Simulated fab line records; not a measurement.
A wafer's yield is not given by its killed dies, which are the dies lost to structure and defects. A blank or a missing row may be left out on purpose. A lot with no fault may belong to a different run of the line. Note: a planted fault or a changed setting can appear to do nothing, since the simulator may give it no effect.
Which tool is to blame? -- flow berkeley cmos170 -- 14 lots with 42 wafers sampled at 6 steps, on a route of 331 steps

WHAT THE GAUGES SHOWED, per wafer
UCB170_NWELL_THK_MEAS_02. Usual: NWELL_OXIDE_THK gives 26.7 nm (standard deviation 0.47).
lot,measured,on,NWELL_OXIDE_THK (nm),flag
L465,day 2 07:01,film metro-03,26.9 26.6 26.4,
L469,day 2 22:29,film metro-02,26.7 27.1 27.0,
L468,day 2 22:28,film metro-04,26.5 26.6 26.5,
L471,day 3 05:43,film metro-04,26.6 26.8 26.7,
L470,day 3 05:43,film metro-03,26.9 26.7 27.0,
L473,day 3 22:35,film metro-03,26.4 26.8 26.4,
L475,day 4 09:35,film metro-03,25.9 25.8 26.0,
L474,day 4 09:35,film metro-02,26.6 26.6 27.1,
L476,day 4 18:02,film metro-03,27.5 27.3 27.4,
L477,day 4 18:04,film metro-04,27.0 27.1 27.3,
L479,day 4 21:52,film metro-04,27.1 26.9 26.7,
L478,day 4 21:52,film metro-03,27.0 27.4 27.3,
L480,day 5 07:41,film metro-02,25.9 26.3 26.2,
L481,day 5 07:43,film metro-03,26.4 26.4 26.7,

UCB170_PWELL_THK_MEAS_06. Usual: PWELL_NITRIDE_THK gives 219.5 nm (standard deviation 2.1).
lot,measured,on,PWELL_NITRIDE_THK (nm),flag
L465,day 3 11:34,film metro-02,217.7 219.7 220.1,
L469,day 4 11:21,film metro-01,221.5 221.1 222.3,
L468,day 4 11:20,film metro-03,220.2 220.0 221.7,
L471,day 4 11:20,film metro-02,222.3 223.7 223.2,
L470,day 4 11:23,film metro-03,215.8 214.9 215.4,
L473,day 5 10:44,film metro-01,217.7 219.8 219.2,
L475,day 5 19:54,film metro-02,221.6 222.2 219.3,
L474,day 5 19:55,film metro-03,220.4 217.8 219.5,
L476,day 5 19:58,film metro-01,217.6 219.2 218.3,
L477,day 5 19:56,film metro-01,222.5 221.8 221.6,
L479,day 5 23:20,film metro-01,220.1 219.4 220.3,
L478,day 5 23:20,film metro-02,218.0 220.1 220.7,
L480,day 6 04:45,film metro-03,163.1 162.2 161.8 163.1 162.2 161.7,OFF
L481,day 6 04:47,film metro-01,161.0 160.0 160.6 161.1 160.1 160.7,OFF

UCB170_ACTIVE_CD_MEAS_90 targets a cd of 1200 nm. Usual: cd nm 1200.1 nm, standard deviation 1.6.
lot,measured,on,cd nm (nm),flag
L465,day 5 10:00,cd sem-01,1202.3 1203.2 1202.1,
L469,day 6 02:08,cd sem-02,1202.1 1204.1 1202.7,
L468,day 6 01:52,cd sem-01,1201.3 1201.0 1201.5,
L471,day 6 01:59,cd sem-01,1199.9 1200.4 1199.6,
L470,day 6 02:16,cd sem-01,1198.7 1198.9 1199.2,
L473,day 6 20:17,cd sem-01,1201.8 1200.0 1201.0,
L475,day 7 05:48,cd sem-02,1198.4 1199.6 1199.6,
L474,day 7 06:22,cd sem-01,1200.4 1201.6 1200.6,
L476,day 7 07:14,cd sem-02,1200.8 1199.2 1201.1,
L477,day 7 06:53,cd sem-01,1198.9 1198.6 1198.8,
L479,day 7 06:06,cd sem-02,1200.8 1198.4 1198.5,
L478,day 7 07:05,cd sem-01,1201.0 1201.7 1201.6,
L480,day 7 17:23,cd sem-02,1199.5 1201.5 1200.3,
L481,day 7 17:34,cd sem-02,1200.7 1199.9 1200.0,

WHAT TOOL EACH LOT RAN ON (gives the tool, then ch and the chambers of the sampled wafers, and finally the start)
lot,UCB170_ZERO_ETCH_06,UCB170_PWELL_CVD_05,UCB170_PWELL_ETCH_14
L465,"rie diel-03 ch 0,3, day 1 23:50","lpcvd-02 ch 0, day 3 09:37","rie diel-03 ch 0,2,3, day 3 12:52"
L469,"rie diel-04 ch 0,3, day 2 15:14","lpcvd-01 ch 1, day 4 09:25","rie diel-01 ch 0,1,3, day 4 12:47"
L468,"rie diel-03 ch 2,3, day 2 15:30","lpcvd-01 ch 0, day 4 09:25","rie diel-03 ch 0,2, day 4 12:53"
L471,"rie diel-02 ch 0,1,2, day 3 00:55","lpcvd-01 ch 1, day 4 09:25","rie diel-03 ch 1,2,3, day 4 13:01"
L470,"rie diel-03 ch 0,1,2, day 3 01:50","lpcvd-01 ch 0, day 4 09:25","rie diel-02 ch 0,1,2, day 4 13:26"
L473,"rie diel-03 ch 1,3, day 3 11:58","lpcvd-02 ch 1, day 5 07:51","rie diel-01 ch 1,2, day 5 12:09"
L475,"rie diel-03 ch 0,3, day 4 02:07","lpcvd-02 ch 0, day 5 17:02","rie diel-01 ch 0,1,3, day 5 22:03"
L474,"rie diel-02 ch 2,3, day 4 02:24","lpcvd-02 ch 0, day 5 17:02","rie diel-03 ch 2,3, day 5 21:55"
L476,"rie diel-03 ch 0,2, day 4 12:43","lpcvd-02 ch 1, day 5 17:02","rie diel-02 ch 0,1, day 5 22:20"
L477,"rie diel-04 ch 0,3, day 4 13:07","lpcvd-02 ch 1, day 5 17:02","rie diel-02 ch 0,1, day 5 21:22"
L479,"rie diel-03 ch 0,3, day 4 17:25","lpcvd-01 ch 0, day 5 21:25","rie diel-02 ch 0,1, day 6 01:49"
L478,"rie diel-04 ch 0,2, day 4 17:45","lpcvd-01 ch 0, day 5 21:25","rie diel-01 ch 0,1,3, day 6 02:03"
L480,"rie diel-02 ch 1,2,3, day 5 00:22","lpcvd-01 ch 1, day 6 02:50","rie diel-03 ch 0,1,2, day 6 08:48"
L481,"rie diel-02 ch 0,3, day 5 05:41","lpcvd-01 ch 1, day 6 02:50","rie diel-02 ch 1,2,3, day 6 09:46"
- UCB170_ZERO_ETCH_06: etches SiO2 in CHF3/CF4/Ar, time 12 s.
- UCB170_PWELL_CVD_05: deposits Si3N4 from SiH2Cl2/NH3, target thk 220 nm, time 3300 s.
- UCB170_PWELL_ETCH_14: etches Si3N4 in CH3F/Ar/O2, stops on SiO2, target depth 242 nm, time 151 s.

AS READ BY THE TOOLS THEMSELVES (means over the sampled wafers that have a number; for cases with no such wafer, the mark the record gives instead)
UCB170_ZERO_ETCH_06. Usual: drypump motor current A 5.5 A, standard deviation 0.36; mfc ar sccm 120.0 sccm, standard deviation 0.36; oes product au 0.619 a.u., standard deviation 0.0084; throttle valve pct 9.25 %, standard deviation 0.094.
lot,tool,drypump motor current A (A),mfc ar sccm (sccm),oes product au (a.u.),throttle valve pct (%),flag
L465,rie diel-03,5.3,120.2,0.627,9.21,
L469,rie diel-04,5.1,120.2,0.614,9.22,
L468,rie diel-03,5.3,120.1,0.623,9.25,
L471,rie diel-02,5.6,120.0,0.612,9.21,
L470,rie diel-03,5.5,120.2,0.621,9.28,
L473,rie diel-03,5.4,119.9,0.621,9.32,
L475,rie diel-03,5.3,120.2,0.628,9.25,
L474,rie diel-02,5.5,119.8,0.626,9.34,
L476,rie diel-03,5.3,120.4,0.623,9.22,
L477,rie diel-04,5.1,120.0,0.618,9.22,
L479,rie diel-03,5.3,119.8,0.629,9.24,
L478,rie diel-04,5.4,120.5,0.613,9.21,
L480,rie diel-02,5.7,119.9,0.616,9.32,
L481,rie diel-02,6.1,120.0,0.614,9.28,

UCB170_PWELL_CVD_05. Usual: nh3 flow sccm 75.05 sccm, standard deviation 0.22.
lot,tool,nh3 flow sccm (sccm),flag
L465,lpcvd-02,74.94,
L469,lpcvd-01,75.12,
L468,lpcvd-01,75.07,
L471,lpcvd-01,74.98,
L470,lpcvd-01,75.31,
L473,lpcvd-02,74.95,
L475,lpcvd-02,74.76,
L474,lpcvd-02,75.40,
L476,lpcvd-02,74.97,
L477,lpcvd-02,74.99,
L479,lpcvd-01,75.03,
L478,lpcvd-01,75.22,
L480,lpcvd-01,75.27,
L481,lpcvd-01,74.68,

UCB170_PWELL_ETCH_14. Usual: drypump motor current A 5.6 A, standard deviation 0.4; mfc ar sccm 49.98 sccm, standard deviation 0.17; oes product au 0.940 a.u., standard deviation 0.02; throttle valve pct 8.09 %, standard deviation 0.088.
lot,tool,drypump motor current A (A),mfc ar sccm (sccm),oes product au (a.u.),throttle valve pct (%),flag
L465,rie diel-03,5.3,50.06,0.951,8.07,
L469,rie diel-01,5.4,49.96,0.937,8.11,
L468,rie diel-03,5.3,50.16,0.945,8.04,
L471,rie diel-03,5.5,50.02,0.950,8.14,
L470,rie diel-02,5.6,49.95,0.920,8.06,
L473,rie diel-01,5.6,49.83,0.954,8.07,
L475,rie diel-01,5.4,50.06,0.944,8.09,
L474,rie diel-03,5.3,49.98,0.941,8.08,
L476,rie diel-02,5.9,49.99,0.915,7.98,
L477,rie diel-02,5.8,49.94,0.933,8.04,
L479,rie diel-02,5.9,49.67,0.919,7.96,
L478,rie diel-01,5.4,50.04,0.935,8.09,
L480,rie diel-03,5.5,50.08,0.797,8.10,OFF
L481,rie diel-02,5.7,49.95,0.788,8.14,OFF

THE ANSWER, worked out from the rows above alone
Rule: a lot counts as off when the mean over its wafers that have a number is more than 3 standard deviations away from the usual mean. Also off: a lot with no number at a reading for which 4 or more lots have one. The other lots that the step has rows for count as sound. The gauges are gone through in route order, then the tools' own readings, and for those a lot's mean is taken as printed above. At the first step where some lot is off, the reading lying furthest off is the one used; lots without a number count as furthest.
Off: L480, L481, seen at UCB170_PWELL_THK_MEAS_06 (PWELL_NITRIDE_THK).
A tool fits if, at a process step before that reading, it ran every lot that is off, and no sound lot after the first of them. Not tried: the gauges at UCB170_PWELL_THK_MEAS_06; whatever is off there is also off at UCB170_PWELL_ETCH_14, on other tools, and gauge error can't account for it. Can't be told from this: 2 tools fit, rie diel-02 at UCB170_ZERO_ETCH_06, lpcvd-01 at UCB170_PWELL_CVD_05.

WHAT WAS PUT IN BY THE SIMULATOR
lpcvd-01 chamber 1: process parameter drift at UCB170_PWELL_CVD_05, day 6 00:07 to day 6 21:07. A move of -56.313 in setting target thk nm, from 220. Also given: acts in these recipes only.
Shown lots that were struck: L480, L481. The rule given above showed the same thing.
